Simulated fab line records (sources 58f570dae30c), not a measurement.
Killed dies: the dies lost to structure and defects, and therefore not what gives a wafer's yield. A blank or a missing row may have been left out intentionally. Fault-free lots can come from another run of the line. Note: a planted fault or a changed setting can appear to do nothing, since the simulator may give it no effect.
Struck lot and sound lot, side by side -- flow berkeleyCmos170 -- 15 steps out of a route of 331
Sound: these wafers, L396.2, L396.4, L396.6. Wafers L397.3, L397.4, L397.6 were the ones struck. Last of all comes the cause.
At each step with rows: each side's tool, then ch and its chambers, then its first start. Under that, the readings that differ: sound wafers -- struck wafers -- difference of the means -- sigmas: that difference in standard deviations of wafers without a fault.
alike: readings whose means differ by less than 2 such deviations, and words and numbers that are the same on both sides. not compared: withheld readings, readings that some wafer has no value for, bounds like >300 that may hide the same value, and numbers for which the record gives no deviation and whose values overlap.
The two part at a step that has a row with sigmas, a row that says differs or no value, or rows on one side only. When numbers do not overlap yet have no deviation, they are printed without sigmas and do not part them. A reading that every wafer of one side lacks parts them only if that side has two wafers or more.

first, 1 step without rows for these wafers: UCB170_CONTACT_CLEAN_07 (cleans in SPM, time 600 s).
UCB170_CONTACT_RTA_08: time 10 s.
  sound on rtpAnneal-02 ch 0, day 7 06:16; struck on rtpAnneal-01 ch 0, day 7 19:02
reading,sound,struck,difference,sigmas
lampPowerPct (%),24.3 24.3 24.3,26.3 26.3 26.3,+2.0,+2
  alike: wafer_temp_C_max
then, 6 steps without rows for these wafers: UCB170_CONTACT_COAT_09; UCB170_CONTACT_COAT_10 (resist thk 900 nm); UCB170_CONTACT_SOFTBAKE_11 (time 60 s); UCB170_CONTACT_EXPOSE_12 (exposes mask CONT, target cd 700 nm); UCB170_CONTACT_PEB_13; UCB170_CONTACT_DEVELOP_14 (develop time 45 s).
UCB170_CONTACT_CD_MEAS_15 targets a cd of 700 nm.
  sound on cdSem-02, day 7 07:14; struck on cdSem-02, day 7 20:13
  alike: cdNm
UCB170_CONTACT_OVL_MEAS_16:
  sound on overlay-02, day 7 07:20; struck on overlay-02, day 7 20:19
  alike: CONTACT_OVL
UCB170_CONTACT_ETCH_17: etches BARC in N2/H2.
  sound on rieDiel-01 ch 0,2,3, day 7 07:22; struck on rieDiel-01 ch 0,1, day 7 20:20
  alike: chamberPressureMTorr, drypumpMotorCurrentA, oesProductAu, throttleValvePct
UCB170_CONTACT_ETCH_18: etches PSG in CHF3/CF4/Ar, stops on TiSi2, target depth 840 nm, time 195 s.
  sound on rieDiel-01 ch 0,2,3; struck on rieDiel-01 ch 0,1
  alike: chamberPressureMTorr, drypumpMotorCurrentA, oesProductAu, throttleValvePct
  not compared: rfHoursCounterH
UCB170_CONTACT_STRIP_19: strips in O2.
  sound on plasmaAsher-03 ch 0, day 7 07:32; struck on plasmaAsher-03 ch 0,1, day 7 20:32
reading,sound,struck,difference,sigmas
oesProductAu (a.u.),0.727 0.727 0.732,0.650 0.634 0.649,-0.084,-20
overashFraction,0.5 0.5 0.5,0.8 0.8 0.8,+0.3,
  alike: chamberPressureMTorr, drypumpMotorCurrentA
  not compared: rfHoursCounterH
UCB170_CONTACT_CD_MEAS_90 targets a cd of 700 nm.
  sound on cdSem-02, day 7 07:39; struck on cdSem-02, day 7 20:38
  alike: cdNm
UCB170_M3_PROBE_99:
  only the struck wafers here have rows in the record (prober-01, day 8 18:14); the sound ones have none

WHERE THEY PART
First at UCB170_CONTACT_RTA_08; last, within this record, at UCB170_M3_PROBE_99.

WHY: the cause the simulator had injected
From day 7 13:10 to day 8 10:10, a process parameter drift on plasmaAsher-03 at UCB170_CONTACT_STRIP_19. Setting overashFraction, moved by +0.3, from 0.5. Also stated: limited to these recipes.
